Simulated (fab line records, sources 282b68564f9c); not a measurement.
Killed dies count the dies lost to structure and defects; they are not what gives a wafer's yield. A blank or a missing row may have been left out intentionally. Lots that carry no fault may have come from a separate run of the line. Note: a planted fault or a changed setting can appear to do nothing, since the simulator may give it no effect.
A lot that was struck, set against a sound lot / flow rit_cmos / 16 steps out of a route of 202
Sound: these wafers, L975.2, L975.5, L975.6. The struck wafers were L977.2, L977.5, L977.6. At the end, the cause is stated.
For every step that has rows: the tool of each side, followed by ch and its chambers, followed by its first start. Under that, the readings that differ: sound wafers / struck wafers / difference of the means / sigmas: that difference in standard deviations of wafers without a fault.
alike: readings with means less than 2 such deviations apart, plus words and numbers identical on both sides. not compared: withheld readings, readings lacking a value on some wafer, bounds such as >300 that could conceal the same value, and numbers that have no deviation in the record and whose values overlap.
Wherever a step has rows on one side only, a row that says differs or no value, or a row with sigmas, the two part there. Numbers that don't overlap but have no deviation are shown without sigmas and don't part them. Lack of a reading on every wafer of one side parts them only where that side has two or more wafers.

RIT_ACTIVE_BOW_MEAS_00:
  sound on film_metro-03, day 4 13:01; struck on film_metro-03, day 4 23:01
  alike: INCOMING_BOW
then, 1 step without rows for these wafers: RIT_ACTIVE_OXIDATION_01 (target thk 46.8 nm, ox time 3360 s).
RIT_ACTIVE_THK_MEAS_02:
  sound on film_metro-02, day 4 15:04; struck on film_metro-04, day 5 01:04
  alike: ACTIVE_OXIDE_THK
then, 1 step without rows for these wafers: RIT_ACTIVE_CVD_03 (deposits Si3N4 from SiH2Cl2/NH3, target thk 150 nm, time 1500 s).
RIT_ACTIVE_THK_MEAS_04:
  sound on film_metro-02, day 4 16:32; struck on film_metro-03, day 5 02:32
  alike: ACTIVE_NITRIDE_THK
then, 5 steps without rows for these wafers: RIT_ACTIVE_HMDS_05 (prime time 60 s); RIT_ACTIVE_COAT_06 (resist thk 1007 nm); RIT_ACTIVE_SOFTBAKE_07 (time 60 s); RIT_ACTIVE_EXPOSE_08 (exposes mask M1, target cd 1400 nm); RIT_ACTIVE_PEB_09.
RIT_ACTIVE_DEVELOP_10: develop time 50 s.
  sound on litho_track-04 ch 0, day 4 17:00; struck on litho_track-02 ch 0, day 5 03:00
  alike: developer_temp_C
RIT_ACTIVE_CD_MEAS_11: the cd target is 1400 nm.
  sound on cd_sem-01, day 4 17:28; struck on cd_sem-02, day 5 03:35
reading=cd_nm (nm); sound=1400.1 1400.8 1401.9; struck=1445.2 1442.7 1446.9; difference=+44.0; sigmas=+19
then, 1 step without rows for these wafers: RIT_ACTIVE_HARDBAKE_12 (time 60 s).
RIT_ACTIVE_ETCH_13: etches Si3N4 in SF6, stops on SiO2, time 210 s, target depth 210 nm.
  sound on rie_diel-03 ch 0,1,2, day 4 17:43; struck on rie_diel-01 ch 0,2,3, day 5 03:50
reading=model.ACTIVE.cd_nm (nm); sound=1400 1401 1402; struck=1445 1443 1447; difference=+44; sigmas=
  alike: SF6_flow_sccm, drypump_motor_current_A, oes_product_au, throttle_valve_pct
  not compared: rf_hours_counter_h
RIT_ACTIVE_STRIP_14: strips in O2, time 180 s.
  sound on plasma_asher-03 ch 0,1, day 4 17:50; struck on plasma_asher-01 ch 0,1, day 5 03:58
  alike: drypump_motor_current_A
  not compared: rf_hours_counter_h
RIT_M1_PROBE_99:
  sound on prober-02, day 6 18:03; struck on prober-02, day 6 23:04
reading=model.etest.pplus_sal.width_nm (nm); sound=3414 3414 3416; struck=3474 3468 3490; difference=+63; sigmas=
reading=model.etest.nplus_sal.width_nm (nm); sound=3417 3435 3432; struck=3473 3456 3446; difference=+30; sigmas=
reading=model.etest.nldd.width_nm (nm); sound=3139 3173 3168; struck=3192 3178 3202; difference=+31; sigmas=
reading=model.etest.pldd.width_nm (nm); sound=3143 3139 3128; struck=3189 3189 3182; difference=+50; sigmas=
  alike: killed_at_contacts, killed_at_front_end, killed_dies, killed_open, killed_short

WHERE THEY PART
Only at RIT_ACTIVE_CD_MEAS_11, within this record. Later steps at which nothing parts them and some readings are alike: RIT_ACTIVE_ETCH_13, RIT_ACTIVE_STRIP_14, RIT_M1_PROBE_99.

WHY: whatever the simulator had introduced
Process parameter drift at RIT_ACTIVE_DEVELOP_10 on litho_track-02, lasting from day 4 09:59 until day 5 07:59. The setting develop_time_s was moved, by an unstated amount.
